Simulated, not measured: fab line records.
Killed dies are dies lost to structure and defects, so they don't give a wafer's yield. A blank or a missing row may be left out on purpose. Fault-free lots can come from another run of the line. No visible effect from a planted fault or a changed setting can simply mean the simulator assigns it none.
fab line records + flow berkeley-cmos170 + part 2 of 2: steps 28 to 37 of 37
[record]
- lots = 5
- wafers = 15
- last-day = 12
route steps=331 shown NSD@190 BACKSIDE@199 SDANNEAL@204 PSD@206 PLDD@208 NLDD@209 SILICIDE@210 CONTACT@216
lots untouched by any fault: they come from a run of this same line in which no faults occurred
start-h: start of the lot's first displayed wafer, in hours after the record's first day + wait-h: time in hours since the lot's previous step + " identical to the entry in the row above + L1.1+2: a single row standing in for several wafers + - value missing, or start not given + * or withheld: withheld + < > ~ a bound
route shown NAME@n: a module of which the file shows steps, and the number in the route of the first + usual: mean and standard deviation over wafers with no fault + same: alike in all rows + chamber/n: place in a boat + sites: the reading at each site + _std_site: the standard deviation of these + _edge_site: mean of outer sites minus mean of inner sites + radius-mm: for every site, how far away it sits from the centre of the wafer + mask NAME#n: copy n + behind: the tool/chamber that last shaped the wafer + hold: reason for holding the lot/hours on hold/outcome of the hold + device: transistor that didn't switch, given as n, p or np + end of line: tests of these same wafers at the route's end + a step given without rows: its recipe and nothing more + killed: at the first sort, the dies lost to defects and structure; wafer yield is something else + map: shows each die of a wafer: x if killed, . if not, _ if none is there
set.NAME: the run value of the setting; set.NAME@STEP: its run value at that earlier step + model.NAME: the simulator's own value behind a step, which no gauge read
lots at some steps of the route; a table a step, a row a wafer
services: a tool's chamber out of use, with start hour (start-h, from the record's first day; less than 0 if before it), hours out, and reason
[[steps]]
[step UCB170_CONTACT_CVD_01]
[recipe]
- material = PSG
- target-thk-nm = 700
- temp-c = 450
- precursor = SiH4/O2/PH3
- time-s = 2820
- pressure-mtorr = 300
- sih4-flow-sccm = 60
- o2-flow-sccm = 90
- ph3-flow-sccm = 25
| lot.wafer  | tool     | chamber | start-h | wait-h |
|------------|----------|---------|---------|--------|
| L074.1+2+5 | lpcvd-02 | 0       | 179.02  | 0.0    |
| L078.2+4+6 | lpcvd-01 | 1       | 185.33  | 1.6    |
| L082.3+4+6 | lpcvd-02 | 0       | 204.74  | 1.4    |
| L087.1+2+4 | lpcvd-01 | 1       | 234.04  | 1.2    |
| L094.3+4+5 | lpcvd-02 | 1       | 258.92  | 0.1    |
[step UCB170_CONTACT_THK_MEAS_02]
[recipe]
- reads = PSG_of_CONTACT_CVD_01
[usual]
- CONTACT_PSG_THK = 700/6
| lot.wafer | tool          | chamber | start-h | wait-h | CONTACT_PSG_THK[nm] |
|-----------|---------------|---------|---------|--------|---------------------|
| L074.1    | film-metro-02 | -       | 181.69  | 0.0    | 700                 |
| L074.2    | "             | -       | "       | "      | 696                 |
| L074.5    | "             | -       | "       | "      | 695                 |
| L078.2    | film-metro-01 | -       | 187.12  | 0.0    | 710                 |
| L078.4    | "             | -       | "       | "      | 705                 |
| L078.6    | "             | -       | "       | "      | 705                 |
| L082.3    | film-metro-03 | -       | 206.54  | 0.0    | 694                 |
| L082.4    | "             | -       | "       | "      | 695                 |
| L082.6    | "             | -       | "       | "      | 696                 |
| L087.1    | film-metro-01 | -       | 235.82  | 0.0    | 708                 |
| L087.2    | "             | -       | "       | "      | 701                 |
| L087.4    | "             | -       | "       | "      | 703                 |
| L094.3    | film-metro-03 | -       | 260.72  | 0.0    | 708                 |
| L094.4    | "             | -       | "       | "      | 713                 |
| L094.5    | "             | -       | "       | "      | 707                 |
[step UCB170_CONTACT_HMDS_03]
[recipe]
- prime-time-s = 60
- prime-temp-c = 100
[usual]
- exhaust-pa = 45.0/0.87
[same]
- prime-time-s = 60
| lot.wafer | tool           | chamber | start-h | wait-h | exhaust-pa |
|-----------|----------------|---------|---------|--------|------------|
| L074.1    | litho-track-02 | 0       | 181.98  | 0.3    | 46.2       |
| L074.2    | "              | 0       | "       | "      | 45.2       |
| L074.5    | "              | 0       | "       | "      | 44.7       |
| L078.2    | litho-track-01 | 0       | 187.19  | 0.1    | 44.6       |
| L078.4    | "              | 0       | "       | "      | 45.8       |
| L078.6    | "              | 0       | "       | "      | 44.4       |
| L082.3    | litho-track-01 | 0       | 206.63  | 0.1    | 46.2       |
| L082.4    | "              | 0       | "       | "      | 45.2       |
| L082.6    | "              | 0       | "       | "      | 45.2       |
| L087.1    | litho-track-01 | 0       | 236.14  | 0.3    | 45.5       |
| L087.2    | "              | 0       | "       | "      | 45.4       |
| L087.4    | "              | 0       | "       | "      | 46.2       |
| L094.3    | litho-track-04 | 0       | 261.40  | 0.7    | 44.7       |
| L094.4    | "              | 0       | "       | "      | 44.8       |
| L094.5    | "              | 0       | "       | "      | 43.6       |
[step UCB170_CONTACT_COAT_04]
[recipe]
- resist = KrF
- spin-rpm = 1500
- resist-thk-nm = 900
[usual]
- exhaust-pa = 45.0/0.82
| lot.wafer | tool           | chamber | start-h | wait-h | exhaust-pa |
|-----------|----------------|---------|---------|--------|------------|
| L074.1    | litho-track-02 | 0       | 182.13  | 0.1    | 46.1       |
| L074.2    | "              | 0       | "       | "      | 44.9       |
| L074.5    | "              | 0       | "       | "      | 45.9       |
| L078.2    | litho-track-01 | 0       | 187.34  | 0.1    | 44.2       |
| L078.4    | "              | 0       | "       | "      | 44.2       |
| L078.6    | "              | 0       | "       | "      | 43.0       |
| L082.3    | litho-track-01 | 0       | 206.78  | 0.1    | 46.1       |
| L082.4    | "              | 0       | "       | "      | 46.5       |
| L082.6    | "              | 0       | "       | "      | 45.8       |
| L087.1    | litho-track-01 | 0       | 236.29  | 0.1    | 45.6       |
| L087.2    | "              | 0       | "       | "      | 44.9       |
| L087.4    | "              | 0       | "       | "      | 43.1       |
| L094.3    | litho-track-04 | 0       | 261.55  | 0.1    | 44.3       |
| L094.4    | "              | 0       | "       | "      | 45.3       |
| L094.5    | "              | 0       | "       | "      | 45.0       |
[step UCB170_CONTACT_SOFTBAKE_05]
[recipe]
- resist = KrF
- temp-c = 130
- time-s = 60
[usual]
- exhaust-pa = 45.0/0.83
| lot.wafer | tool           | chamber | start-h | wait-h | exhaust-pa |
|-----------|----------------|---------|---------|--------|------------|
| L074.1    | litho-track-02 | 0       | 182.28  | 0.1    | 46.0       |
| L074.2    | "              | 0       | "       | "      | 45.0       |
| L074.5    | "              | 0       | "       | "      | 44.7       |
| L078.2    | litho-track-01 | 0       | 187.49  | 0.1    | 44.4       |
| L078.4    | "              | 0       | "       | "      | 44.6       |
| L078.6    | "              | 0       | "       | "      | 43.7       |
| L082.3    | litho-track-01 | 0       | 206.93  | 0.1    | 44.6       |
| L082.4    | "              | 0       | "       | "      | 44.1       |
| L082.6    | "              | 0       | "       | "      | 45.2       |
| L087.1    | litho-track-01 | 0       | 236.44  | 0.1    | 44.8       |
| L087.2    | "              | 0       | "       | "      | 45.4       |
| L087.4    | "              | 0       | "       | "      | 43.7       |
| L094.3    | litho-track-04 | 0       | 261.70  | 0.1    | 45.8       |
| L094.4    | "              | 0       | "       | "      | 45.8       |
| L094.5    | "              | 0       | "       | "      | 45.4       |
[step UCB170_CONTACT_STRIP_06]
[recipe]
- chemistry = O2
- power-w = 400
- pressure-mtorr = 3500
- platen-temp-c = withheld
- o2-flow-sccm = 400
- overash-fraction = 0.5
[usual]
- drypump-motor-current-A = 5.6/0.65
- oes-product-au = 0.736/0.0045
- strip-time-to-endpoint-s = 21.93/0.066
| lot.wafer | tool            | chamber | start-h | wait-h | drypump-motor-current-A | oes-product-au | rf-hours-counter-h | strip-time-to-endpoint-s |
|-----------|-----------------|---------|---------|--------|-------------------------|----------------|--------------------|--------------------------|
| L074.1    | plasma-asher-03 | 1       | 182.43  | 0.1    | 4.9                     | 0.741          | 5                  | 21.89                    |
| L074.2    | "               | 0       | "       | "      | 5.9                     | 0.739          | 5                  | 21.95                    |
| L074.5    | "               | 0       | "       | "      | 5.9                     | 0.740          | -                  | 21.96                    |
| L078.2    | plasma-asher-03 | 1       | 187.62  | 0.1    | 4.8                     | 0.734          | 6                  | 22.07                    |
| L078.4    | "               | 0       | "       | "      | 5.9                     | 0.735          | -                  | 22.11                    |
| L078.6    | "               | 1       | "       | "      | 4.9                     | 0.730          | -                  | 22.02                    |
| L082.3    | plasma-asher-04 | 0       | 207.06  | 0.1    | 6.0                     | 0.744          | -                  | 21.92                    |
| L082.4    | "               | 1       | "       | "      | 4.7                     | 0.743          | -                  | 21.92                    |
| L082.6    | "               | 1       | "       | "      | 4.7                     | 0.734          | -                  | 21.89                    |
| L087.1    | plasma-asher-04 | 0       | 236.59  | 0.1    | 6.0                     | 0.734          | 52                 | 21.92                    |
| L087.2    | "               | 1       | "       | "      | 4.7                     | 0.740          | 52                 | 21.97                    |
| L087.4    | "               | 1       | "       | "      | 4.7                     | 0.735          | -                  | 21.97                    |
| L094.3    | plasma-asher-03 | 1       | 261.83  | 0.1    | 4.9                     | 0.736          | -                  | 21.96                    |
| L094.4    | "               | 0       | "       | "      | 5.9                     | 0.735          | -                  | 21.92                    |
| L094.5    | "               | 1       | "       | "      | 4.9                     | 0.738          | -                  | 21.94                    |
[step UCB170_CONTACT_CLEAN_07]
[recipe]
- chemistry = SPM
- temp-c = 120
- time-s = 600
| lot.wafer  | tool         | chamber | start-h | wait-h |
|------------|--------------|---------|---------|--------|
| L074.1+2+5 | wet-bench-03 | 3       | 182.66  | 0.2    |
| L078.2+4+6 | wet-bench-03 | 2       | 187.72  | 0.1    |
| L082.3+4+6 | wet-bench-03 | 3       | 207.68  | 0.6    |
| L087.1+2+4 | wet-bench-03 | 3       | 236.69  | 0.1    |
| L094.3+4+5 | wet-bench-03 | 2       | 261.90  | 0.0    |
[step UCB170_CONTACT_RTA_08]
[recipe]
- temp-c = 900
- time-s = 10
- ambient = N2
[usual]
- chamber-o2-ppm = 2.001/0.023
- lamp-power-pct = 24.4/2.1
- wafer_temp_C_max = 905.8/1.2
| lot.wafer | tool          | chamber | start-h | wait-h | chamber-o2-ppm | lamp-power-pct | wafer_temp_C_max |
|-----------|---------------|---------|---------|--------|----------------|----------------|------------------|
| L074.1    | rtp-anneal-01 | 0       | 182.83  | 0.0    | 2.008          | 25.8           | 904.9            |
| L074.2    | "             | 0       | "       | "      | 2.012          | 25.8           | 907.6            |
| L074.5    | "             | 0       | "       | "      | 1.989          | 25.8           | 903.6            |
| L078.2    | rtp-anneal-01 | 0       | 187.91  | 0.0    | 2.012          | 25.8           | 906.8            |
| L078.4    | "             | 0       | "       | "      | 1.986          | 25.8           | 904.5            |
| L078.6    | "             | 0       | "       | "      | 2.009          | 25.7           | 904.4            |
| L082.3    | rtp-anneal-01 | 0       | 208.01  | 0.2    | 2.024          | 25.8           | 906.1            |
| L082.4    | "             | 0       | "       | "      | 2.017          | 25.8           | 905.2            |
| L082.6    | "             | 0       | "       | "      | 1.994          | 25.8           | 906.3            |
| L087.1    | rtp-anneal-01 | 0       | 236.88  | 0.0    | 2.031          | 25.8           | 905.6            |
| L087.2    | "             | 0       | "       | "      | 2.028          | 25.8           | 904.6            |
| L087.4    | "             | 0       | "       | "      | 2.046          | 25.8           | 907.0            |
| L094.3    | rtp-anneal-01 | 0       | 262.09  | 0.0    | 2.015          | 25.8           | 905.8            |
| L094.4    | "             | 0       | "       | "      | 2.014          | 25.8           | 905.1            |
| L094.5    | "             | 0       | "       | "      | 1.993          | 25.8           | 904.4            |
[step UCB170_CONTACT_COAT_09]
[recipe]
- resist = BARC
- temp-c = withheld
- time-s = withheld
- spin-rpm = 3000
- resist-thk-nm = withheld
[usual]
- exhaust-pa = 44.8/0.99
| lot.wafer | tool           | chamber | start-h | wait-h | exhaust-pa |
|-----------|----------------|---------|---------|--------|------------|
| L074.1    | litho-track-02 | 0       | 182.99  | 0.1    | 45.7       |
| L074.2    | "              | 0       | "       | "      | 44.3       |
| L074.5    | "              | 0       | "       | "      | 43.2       |
| L078.2    | litho-track-02 | 0       | 187.99  | 0.1    | 42.8       |
| L078.4    | "              | 0       | "       | "      | 44.4       |
| L078.6    | "              | 0       | "       | "      | 44.3       |
| L082.3    | litho-track-04 | 0       | 208.63  | 0.6    | 43.6       |
| L082.4    | "              | 0       | "       | "      | 44.5       |
| L082.6    | "              | 0       | "       | "      | 43.8       |
| L087.1    | litho-track-01 | 0       | 237.04  | 0.1    | 44.8       |
| L087.2    | "              | 0       | "       | "      | 44.7       |
| L087.4    | "              | 0       | "       | "      | 46.5       |
| L094.3    | litho-track-04 | 0       | 262.40  | 0.3    | 44.0       |
| L094.4    | "              | 0       | "       | "      | 45.7       |
| L094.5    | "              | 0       | "       | "      | 45.7       |
[step UCB170_CONTACT_COAT_10]
[recipe]
- resist = KrF
- spin-rpm = 1500
- resist-thk-nm = 900
[usual]
- exhaust-pa = 45.1/0.82
| lot.wafer | tool           | chamber | start-h | wait-h | exhaust-pa |
|-----------|----------------|---------|---------|--------|------------|
| L074.1    | litho-track-02 | 0       | -       | -      | 45.1       |
| L074.2    | "              | 0       | "       | "      | 46.6       |
| L074.5    | "              | 0       | "       | "      | 45.9       |
| L078.2    | litho-track-02 | 0       | -       | -      | 45.1       |
| L078.4    | "              | 0       | "       | "      | 44.0       |
| L078.6    | "              | 0       | "       | "      | 44.7       |
| L082.3    | litho-track-04 | 0       | -       | -      | 43.5       |
| L082.4    | "              | 0       | "       | "      | 45.2       |
| L082.6    | "              | 0       | "       | "      | 44.1       |
| L087.1    | litho-track-01 | 0       | -       | -      | 44.5       |
| L087.2    | "              | 0       | "       | "      | 45.7       |
| L087.4    | "              | 0       | "       | "      | 45.0       |
| L094.3    | litho-track-04 | 0       | -       | -      | 45.3       |
| L094.4    | "              | 0       | "       | "      | 44.5       |
| L094.5    | "              | 0       | "       | "      | 44.5       |
[[services]]
| tool            | chamber | start-h | hours | kind   |
|-----------------|---------|---------|-------|--------|
| pvd-sputter-01  | -       | 155.38  | 9.8   | repair |
| wet-bench-03    | -       | 160.79  | 3.5   | repair |
| implanter-03    | -       | 164.84  | 2.7   | repair |
| implanter-03    | -       | 166.19  | 1.7   | repair |
| krf-scanner-02  | -       | 170.78  | 4.4   | pm     |
| pvd-sputter-01  | -       | 181.79  | 1.0   | repair |
| krf-scanner-02  | -       | 185.56  | 0.8   | pm     |
| pvd-sputter-03  | -       | 194.89  | 4.7   | repair |
| implanter-03    | -       | 194.91  | 5.0   | pm     |
| pvd-sputter-01  | -       | 197.44  | 1.5   | repair |
| implanter-01    | -       | 203.03  | 10.5  | pm     |
| implanter-03    | -       | 208.73  | 4.1   | repair |
| rtp-anneal-01   | -       | 216.47  | 5.7   | pm     |
| pvd-sputter-03  | -       | 217.09  | 1.1   | repair |
| krf-scanner-02  | -       | 222.18  | 1.3   | pm     |
| plasma-asher-03 | -       | 228.49  | 5.8   | repair |
| plasma-asher-04 | -       | 233.75  | 0.6   | repair |
| implanter-03    | -       | 234.32  | 6.9   | repair |
| krf-scanner-01  | -       | 246.43  | 0.8   | pm     |
| plasma-asher-04 | -       | 249.31  | 12.7  | repair |
| krf-scanner-02  | -       | 251.00  | 2.0   | repair |
| krf-scanner-01  | -       | 253.44  | 1.0   | pm     |
| krf-scanner-01  | -       | 258.90  | 1.3   | pm     |
